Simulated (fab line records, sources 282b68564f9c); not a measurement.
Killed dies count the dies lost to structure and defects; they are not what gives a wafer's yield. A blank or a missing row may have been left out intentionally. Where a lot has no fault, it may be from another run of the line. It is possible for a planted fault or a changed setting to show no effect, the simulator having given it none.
Comparing a struck lot with a sound one	flow ritCmos	17 out of 202 route steps
Sound: the wafers L625.2, L625.5, L625.6. Wafers struck: L640.4, L640.5, L640.6. At the end, the cause is stated.
Per side, at each step with rows, come the tool, then ch with its chambers, and then its first start. Under that, the readings that differ: sound wafers	struck wafers	difference of the means	sigmas: that difference in standard deviations of wafers without a fault.
alike: readings whose means differ by less than 2 such deviations, and words and numbers that are the same on both sides. not compared: withheld readings, readings that some wafer has no value for, bounds like >300 that may hide the same value, and numbers for which the record gives no deviation and whose values overlap.
The two part at a step that has a row with sigmas, a row that says differs or no value, or rows on one side only. Numbers that don't overlap but have no deviation are shown without sigmas and don't part them. A reading that every wafer of one side lacks parts them only if that side has two wafers or more.

first, 4 steps without rows for these wafers: RIT_CONTACT_SOFTBAKE_04 (time 60 s); RIT_CONTACT_EXPOSE_05 (exposes mask M11, target cd 1000 nm); RIT_CONTACT_PEB_06; RIT_CONTACT_DEVELOP_07 (develop time 120 s).
RIT_CONTACT_CD_MEAS_08 targets a cd of 1000 nm.
  sound: cdSem-02 at day 3 06:16; struck: cdSem-02 at day 6 07:37
  alike: cdNm
RIT_CONTACT_OVL_MEAS_09:
  sound: overlay-01 at day 3 06:22; struck: overlay-02 at day 6 07:42
  alike: CONTACT_OVL
then, 1 step without rows for these wafers: RIT_CONTACT_HARDBAKE_10 (time 60 s).
RIT_CONTACT_ETCH_11: etches SiO2 in CHF3/CF4/Ar, stops on TiSi2, target depth 480 nm, time 320 s.
  sound on rieDiel-01 ch 0,1, day 3 06:33; struck on rieDiel-04 ch 0,1, day 6 07:53
  alike: cf4FlowSccm, drypumpMotorCurrentA, oesProductAu, throttleValvePct
  not compared: rfHoursCounterH
RIT_CONTACT_STRIP_12: strips in O2, time 180 s.
  sound on plasmaAsher-04 ch 0,1, day 3 06:45; struck on plasmaAsher-02 ch 0,1, day 6 08:09
  alike: drypumpMotorCurrentA
  not compared: rfHoursCounterH
RIT_CONTACT_CD_MEAS_90 targets a cd of 1000 nm.
  sound: cdSem-02 at day 3 06:56; struck: cdSem-01 at day 6 08:19
  alike: cdNm
then, 2 steps without rows for these wafers: RIT_CONTACT_CLEAN_13 (cleans in SC1, time 600 s); RIT_CONTACT_CLEAN_14 (cleans in SC2, time 600 s).
RIT_M1_SPUTTER_00: material Al, target thk 400 nm, time 500 s.
  sound: pvdSputter-03 at day 3 07:23; struck: pvdSputter-04 at day 6 08:45
reading	sound	struck	difference	sigmas
chamberPressurePa (Pa)	0.3992 0.4000 0.4005	0.5989 0.5986 0.5975	+0.1984	+99 or more
throttleValvePct (%)	30.6 30.4 31.1	22.7 24.3 26.3	-6.3	-5
model.Al_of_M1_SPUTTER_00.thkNm (nm)	395 393.7 395.2	358 355.6 353.8	-39	
RIT_M1_RS_MEAS_01: the measuring method here is four-point-probe.
  sound: filmMetro-01 at day 3 07:43; struck: filmMetro-02 at day 6 09:06
reading	sound	struck	difference	sigmas
M1_AL_RS (ohm/sq)	0.0745 0.0748 0.0744	0.0831 0.0836 0.0839	+0.0090	+10
RIT_M1_THK_MEAS_02: measures by xrf.
  sound: filmMetro-01 at day 3 07:49; struck: filmMetro-02 at day 6 09:11
reading	sound	struck	difference	sigmas
M1_AL_THK (nm)	380 380 385	349 346 342	-36	-8
then, 1 step without rows for these wafers: RIT_M1_HMDS_03 (prime time 60 s).
RIT_M1_PROBE_99:
  sound: prober-02 at day 3 11:35; struck: prober-01 at day 6 13:03
reading	sound	struck	difference	sigmas
model.etest.m1.rsOhmSq	0.0739 0.07392 0.07327	0.08075 0.08108 0.08152	+0.00742	
  alike: defectLimitedYield, killedAtFrontEnd, killedDies, killedOpen, killedShort, sort_bin_3_pad_short, sort_bin_5_function, sort_bin_6_memory, sortNPass, sortYieldPct

## WHERE THEY PART
Earliest at RIT_M1_SPUTTER_00; latest, in this record, at RIT_M1_THK_MEAS_02. Later steps at which nothing parts them and some readings are alike: RIT_M1_PROBE_99.

WHY: the cause the simulator had injected
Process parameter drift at RIT_M1_SPUTTER_00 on pvdSputter-04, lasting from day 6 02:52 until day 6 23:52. The setting chamberPressurePa was moved by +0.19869, starting from 0.4. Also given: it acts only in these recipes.
